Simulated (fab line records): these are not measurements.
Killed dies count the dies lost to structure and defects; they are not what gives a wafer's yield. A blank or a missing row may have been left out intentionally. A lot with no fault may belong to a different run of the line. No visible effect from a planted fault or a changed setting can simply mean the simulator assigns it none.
fab line records	flow berkeley-cmos170
record lots=14	wafers=42	last-day=13
route steps=331 shown PWELL@43 SILICIDE@214 M2@286
lots untouched by any fault: they come from a run of this same line in which no faults occurred
start-h: hours from the record's opening day to when the first of the lot's shown wafers began	wait-h: hours from the lot's prior step to this one	" same as the row above	L1.1+2: one row covering several wafers at once	- no value, or no start was given	* or withheld: withheld	< > ~ a bound
route shown NAME@n: names a module that has steps shown in the file, with the first one's number in the route	usual: the fault-free wafers' mean and standard deviation	same: alike in all rows	chamber/n: place in a boat	sites: readings site by site	_std_site: the standard deviation of these	_edge_site: outer sites' mean less inner sites'	radius-mm: how far each site lies from the wafer's centre	mask NAME#n: copy n	behind: the last tool/chamber to shape the wafer	hold: reason for holding the lot/hours on hold/outcome of the hold	device: the transistor (n, p or np) that didn't switch	end of line: tests of these same wafers at the route's end	a step without rows: its recipe alone	killed: not the wafer's yield, but the dies lost to structure and defects at the first sort	map: dies across one wafer; x = killed, . = not, _ = none there
set.NAME: setting as actually run; set.NAME@STEP: the setting as run at that earlier step	model.NAME: the simulator's own value behind a step, which no gauge read
steps of the route over a sample of lots; a table a step, a row a wafer
services: a tool's chamber out of use, with start hour (start-h, from the record's first day; less than 0 if before it), hours out, and reason
## steps
# step UCB170_PWELL_SOFTBAKE_09
# recipe resist=KrF	temp-c=130	time-s=62.83
# usual plate-sensor-t-centre-C=131.41/0.0096	plate-sensor-t-edge-C=131.53/0.01
lot.wafer	tool	chamber	start-h	wait-h	plate-sensor-t-centre-C	plate-sensor-t-edge-C
L828.1	litho-track-01	0	59.79	0.1	131.43	131.54
L828.4	"	0	"	"	131.42	131.54
L828.6	"	0	"	"	131.41	131.54
L829.1	litho-track-01	0	69.02	0.1	131.41	131.53
L829.4	"	0	"	"	131.41	131.54
L829.6	"	0	"	"	131.41	131.54
L830.1	litho-track-02	0	69.02	0.1	131.42	131.51
L830.4	"	0	"	"	131.4	131.52
L830.6	"	0	"	"	131.41	131.51
L831.2	litho-track-04	0	69.23	0.1	131.41	131.53
L831.4	"	0	"	"	131.4	131.53
L831.6	"	0	"	"	131.4	131.54
L833.1	litho-track-02	0	74.79	0.1	131.4	131.53
L833.2	"	0	"	"	131.42	131.51
L833.3	"	0	"	"	131.41	131.53
L834.2	litho-track-02	0	86.29	0.1	131.43	131.54
L834.3	"	0	"	"	131.41	131.53
L834.6	"	0	"	"	131.41	131.53
L835.1	litho-track-01	0	86.57	0.1	131.4	131.52
L835.4	"	0	"	"	131.41	131.52
L835.6	"	0	"	"	131.43	131.52
L837.2	litho-track-01	0	106.44	0.1	131.4	131.53
L837.3	"	0	"	"	131.4	131.53
L837.6	"	0	"	"	131.4	131.51
L838.1	litho-track-01	0	113.14	0.1	131.41	131.53
L838.5	"	0	"	"	131.4	131.53
L838.6	"	0	"	"	131.42	131.54
L842.2	litho-track-02	0	125.95	0.1	131.4	131.53
L842.4	"	0	"	"	131.4	131.54
L842.5	"	0	"	"	131.42	131.51
L841.1	litho-track-04	0	126.09	0.1	131.4	131.52
L841.4	"	0	"	"	131.43	131.54
L841.6	"	0	"	"	131.4	131.53
L844.2	litho-track-04	0	136.25	0.1	131.41	131.55
L844.4	"	0	"	"	131.41	131.54
L844.5	"	0	"	"	131.4	131.53
L850.1	litho-track-01	0	160.91	0.1	131.4	131.51
L850.3	"	0	"	"	131.41	131.52
L850.4	"	0	"	"	131.4	131.54
L849.2	litho-track-02	0	160.94	0.1	131.4	131.54
L849.5	"	0	"	"	131.42	131.54
L849.6	"	0	"	"	131.42	131.52
# step UCB170_PWELL_IMPLANT_15
# recipe species=B	dose-cm2=5e+12	energy-kev=60	tilt-deg=7
# usual dose-ions-cm2=5e+12/5.6e+09	faraday-current-uA=15.9/0.34	tilt-deg=7.003/0.019
lot.wafer	tool	chamber	start-h	wait-h	dose-ions-cm2	faraday-current-uA	tilt-deg
L828.1	implanter-02	0	64.31	0.1	4.999e+12	15.5	7.021
L828.4	"	0	"	"	5.002e+12	15.7	7.004
L828.6	"	0	"	"	5.006e+12	16.0	7.026
L829.1	implanter-04	0	69.86	0.1	5.001e+12	15.4	6.968
L829.4	"	0	"	"	4.985e+12	15.9	6.988
L829.6	"	0	"	"	4.998e+12	16.0	7.014
L830.1	implanter-04	0	70.21	0.1	5.006e+12	16.1	6.978
L830.4	"	0	"	"	4.986e+12	15.1	6.967
L830.6	"	0	"	"	4.994e+12	15.2	6.991
L831.2	implanter-02	0	70.51	0.1	5.007e+12	15.7	7.006
L831.4	"	0	"	"	5.005e+12	16.4	6.990
L831.6	"	0	"	"	4.995e+12	15.7	6.988
L833.1	implanter-04	0	75.52	0.1	5e+12	15.9	6.974
L833.2	"	0	"	"	5.004e+12	16.2	7.000
L833.3	"	0	"	"	4.994e+12	16.2	6.986
L834.2	implanter-04	0	86.97	0.1	5e+12	15.8	7.019
L834.3	"	0	"	"	4.995e+12	16.0	6.986
L834.6	"	0	"	"	4.999e+12	15.9	6.986
L835.1	implanter-04	0	87.46	0.1	4.993e+12	15.6	7.002
L835.4	"	0	"	"	4.995e+12	16.5	6.977
L835.6	"	0	"	"	4.998e+12	15.6	6.951
L837.2	implanter-02	0	107.48	0.1	5.008e+12	16.1	7.005
L837.3	"	0	"	"	4.997e+12	16.1	6.973
L837.6	"	0	"	"	5.012e+12	15.6	7.013
L838.1	implanter-02	0	114.11	0.1	5.004e+12	15.8	6.991
L838.5	"	0	"	"	5.004e+12	15.9	6.977
L838.6	"	0	"	"	5.011e+12	15.5	6.956
L842.2	implanter-04	0	126.96	0.1	2.758e+12	9.1	6.995
L842.4	"	0	"	"	2.75e+12	8.4	7.002
L842.5	"	0	"	"	2.76e+12	8.5	6.992
L841.1	implanter-02	0	127.21	0.1	5.007e+12	15.9	7.046
L841.4	"	0	"	"	4.998e+12	15.6	6.986
L841.6	"	0	"	"	5.003e+12	15.8	6.989
L844.2	implanter-04	0	137.59	0.1	2.754e+12	9.2	7.017
L844.4	"	0	"	"	2.754e+12	8.8	7.037
L844.5	"	0	"	"	2.751e+12	8.7	7.021
L850.1	implanter-02	0	162.20	0.1	4.997e+12	16.2	7.022
L850.3	"	0	"	"	4.999e+12	15.8	7.042
L850.4	"	0	"	"	4.997e+12	15.7	7.032
L849.2	implanter-03	0	162.26	0.1	4.993e+12	15.6	6.994
L849.5	"	0	"	"	4.996e+12	16.1	7.000
L849.6	"	0	"	"	4.994e+12	15.9	7.040
# step UCB170_PWELL_TW_MEAS_17
# usual PWELL_TW=382/3
lot.wafer	tool	chamber	start-h	wait-h	PWELL_TW
L828.1	film-metro-03	-	64.56	0.1	382
L828.4	"	-	"	"	382
L828.6	"	-	"	"	382
L829.1	film-metro-01	-	70.11	0.1	387
L829.4	"	-	"	"	388
L829.6	"	-	"	"	386
L830.1	film-metro-02	-	70.46	0.1	380
L830.4	"	-	"	"	381
L830.6	"	-	"	"	381
L831.2	film-metro-01	-	70.82	0.2	386
L831.4	"	-	"	"	387
L831.6	"	-	"	"	386
L833.1	film-metro-03	-	75.77	0.1	381
L833.2	"	-	"	"	382
L833.3	"	-	"	"	382
L834.2	film-metro-02	-	87.21	0.1	378
L834.3	"	-	"	"	379
L834.6	"	-	"	"	379
L835.1	film-metro-03	-	87.71	0.1	382
L835.4	"	-	"	"	381
L835.6	"	-	"	"	384
L837.2	film-metro-02	-	107.71	0.1	380
L837.3	"	-	"	"	378
L837.6	"	-	"	"	378
L838.1	film-metro-02	-	114.36	0.1	377
L838.5	"	-	"	"	377
L838.6	"	-	"	"	378
L842.2	film-metro-02	-	127.20	0.1	318
L842.4	"	-	"	"	319
L842.5	"	-	"	"	315
L841.1	film-metro-01	-	127.46	0.1	385
L841.4	"	-	"	"	383
L841.6	"	-	"	"	384
L844.2	film-metro-03	-	137.83	0.1	317
L844.4	"	-	"	"	319
L844.5	"	-	"	"	319
L850.1	film-metro-03	-	162.45	0.1	378
L850.3	"	-	"	"	380
L850.4	"	-	"	"	378
L849.2	film-metro-01	-	162.50	0.1	382
L849.5	"	-	"	"	385
L849.6	"	-	"	"	385
# step UCB170_SILICIDE_RTA_04
# recipe temp-c=650	time-s=15	ambient=N2
# usual lamp-power-pct=9.6/0.34	wafer_temp_C_max=653.5/0.67
lot.wafer	tool	chamber	start-h	wait-h	lamp-power-pct	wafer_temp_C_max
L828.1	rtp-anneal-02	0	178.74	0.1	10.0	653.0
L828.4	"	0	"	"	10.0	654.2
L828.6	"	0	"	"	10.0	654.4
L830.1	rtp-anneal-01	0	188.51	0.1	9.3	654.8
L830.4	"	0	"	"	9.3	654.3
L830.6	"	0	"	"	9.3	654.2
L833.1	rtp-anneal-02	0	189.03	0.1	10.0	653.2
L833.2	"	0	"	"	10.0	652.7
L833.3	"	0	"	"	10.0	653.0
L831.2	rtp-anneal-01	0	189.04	0.1	9.3	652.2
L831.4	"	0	"	"	9.3	652.3
L831.6	"	0	"	"	9.3	653.4
L829.1	rtp-anneal-02	0	189.76	0.1	10.0	654.2
L829.4	"	0	"	"	10.0	653.2
L829.6	"	0	"	"	10.0	652.8
L835.1	rtp-anneal-01	0	201.37	0.1	9.3	653.5
L835.4	"	0	"	"	9.3	653.5
L835.6	"	0	"	"	9.3	652.8
L834.2	rtp-anneal-01	0	202.02	0.1	9.3	654.5
L834.3	"	0	"	"	9.3	653.9
L834.6	"	0	"	"	9.3	652.4
L837.2	rtp-anneal-02	0	219.58	0.1	10.0	653.3
L837.3	"	0	"	"	10.0	654.4
L837.6	"	0	"	"	10.0	653.9
L838.1	rtp-anneal-01	0	219.82	0.1	9.3	653.3
L838.5	"	0	"	"	9.3	654.2
L838.6	"	0	"	"	9.3	653.0
L841.1	rtp-anneal-02	0	237.01	0.1	10.0	653.7
L841.4	"	0	"	"	10.0	652.7
L841.6	"	0	"	"	10.0	652.9
L842.2	rtp-anneal-01	0	237.20	0.1	9.3	654.7
L842.4	"	0	"	"	9.3	654.1
L842.5	"	0	"	"	9.3	654.1
L844.2	rtp-anneal-01	0	246.71	0.1	9.3	654.0
L844.4	"	0	"	"	9.3	653.4
L844.5	"	0	"	"	9.3	654.4
L850.1	rtp-anneal-01	0	283.00	0.1	9.3	653.8
L850.3	"	0	"	"	9.3	653.9
L850.4	"	0	"	"	9.3	653.2
L849.2	rtp-anneal-02	0	283.47	0.1	10.0	653.3
L849.5	"	0	"	"	10.0	652.8
L849.6	"	0	"	"	10.0	653.4
# step UCB170_M2_CD_MEAS_15
# recipe target-cd-nm=700
# usual cd-nm=699.8/1.3
lot.wafer	tool	chamber	start-h	wait-h	cd-nm
L828.1	cd-sem-02	-	195.05	-	698.4
L828.4	"	-	"	"	698.3
L828.6	"	-	"	"	699.4
L830.1	cd-sem-02	-	204.48	-	699.6
L830.4	"	-	"	"	699.5
L830.6	"	-	"	"	701.1
L831.2	cd-sem-02	-	206.37	-	701.7
L831.4	"	-	"	"	702.0
L831.6	"	-	"	"	701.4
L833.1	cd-sem-02	-	206.81	-	702.0
L833.2	"	-	"	"	702.8
L833.3	"	-	"	"	701.5
L829.1	cd-sem-02	-	210.07	-	699.8
L829.4	"	-	"	"	700.2
L829.6	"	-	"	"	701.6
L834.2	cd-sem-02	-	219.48	-	698.3
L834.3	"	-	"	"	700.1
L834.6	"	-	"	"	698.8
L835.1	cd-sem-02	-	220.30	-	698.5
L835.4	"	-	"	"	699.0
L835.6	"	-	"	"	697.8
L838.1	cd-sem-02	-	237.43	-	701.6
L838.5	"	-	"	"	702.1
L838.6	"	-	"	"	701.4
L837.2	cd-sem-02	-	237.89	-	697.6
L837.3	"	-	"	"	697.3
L837.6	"	-	"	"	697.7
L841.1	cd-sem-02	-	256.13	-	699.9
L841.4	"	-	"	"	699.8
L841.6	"	-	"	"	699.2
L842.2	cd-sem-02	-	256.46	-	700.1
L842.4	"	-	"	"	700.5
L842.5	"	-	"	"	700.2
L844.2	cd-sem-01	-	264.78	-	700.8
L844.4	"	-	"	"	698.4
L844.5	"	-	"	"	699.7
L850.1	cd-sem-01	-	300.15	-	700.6
L850.3	"	-	"	"	701.1
L850.4	"	-	"	"	701.6
L849.2	cd-sem-01	-	307.59	-	699.2
L849.5	"	-	"	"	700.6
L849.6	"	-	"	"	699.0
## services
tool	chamber	start-h	hours	kind
rtp-anneal-02	-	82.83	3.9	pm
rtp-anneal-02	-	97.98	1.1	pm
implanter-02	-	114.30	5.0	pm
implanter-03	-	138.84	2.7	pm
implanter-03	-	169.36	1.7	repair
rtp-anneal-01	-	180.07	2.1	repair
implanter-03	-	192.59	3.0	pm
implanter-04	-	245.99	48.2	pm
## key
first-sign step=UCB170_PWELL_IMPLANT_15	reading=dose-ions-cm2	direction=down	sigmas=99+	usual=5e+12	struck=2.754e+12
effect step=UCB170_PWELL_IMPLANT_15	reading=faraday-current-uA	direction=down	sigmas=21	usual=15.9	struck=8.8
effect step=UCB170_PWELL_TW_MEAS_17	reading=PWELL_TW	direction=down	sigmas=21	usual=382	struck=318
met-at UCB170_PWELL_IMPLANT_15
struck-lots L842,L844
tester-left-out L842,L844
not-acting-at UCB170_PWELL_SOFTBAKE_09,UCB170_SILICIDE_RTA_04,UCB170_M2_CD_MEAS_15
onset-between 87.46 126.96
fault kind=process-parameter-drift	tool=implanter-04	chamber=-	onset-h=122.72	steps=UCB170_PWELL_IMPLANT_15	channel=dose-cm2	offset=-2.25e+12	shape=step	end-h=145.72	acts-in=these-recipes-only	stated=5e+12
# tester-left-out: of these lots the tester's yield and bins aren't shown, on N5 and GAA mostly nor the transistor test; their killed dies are dies lost to structure and defects alone, not to doping, threshold or leakage, so they don't give the yield
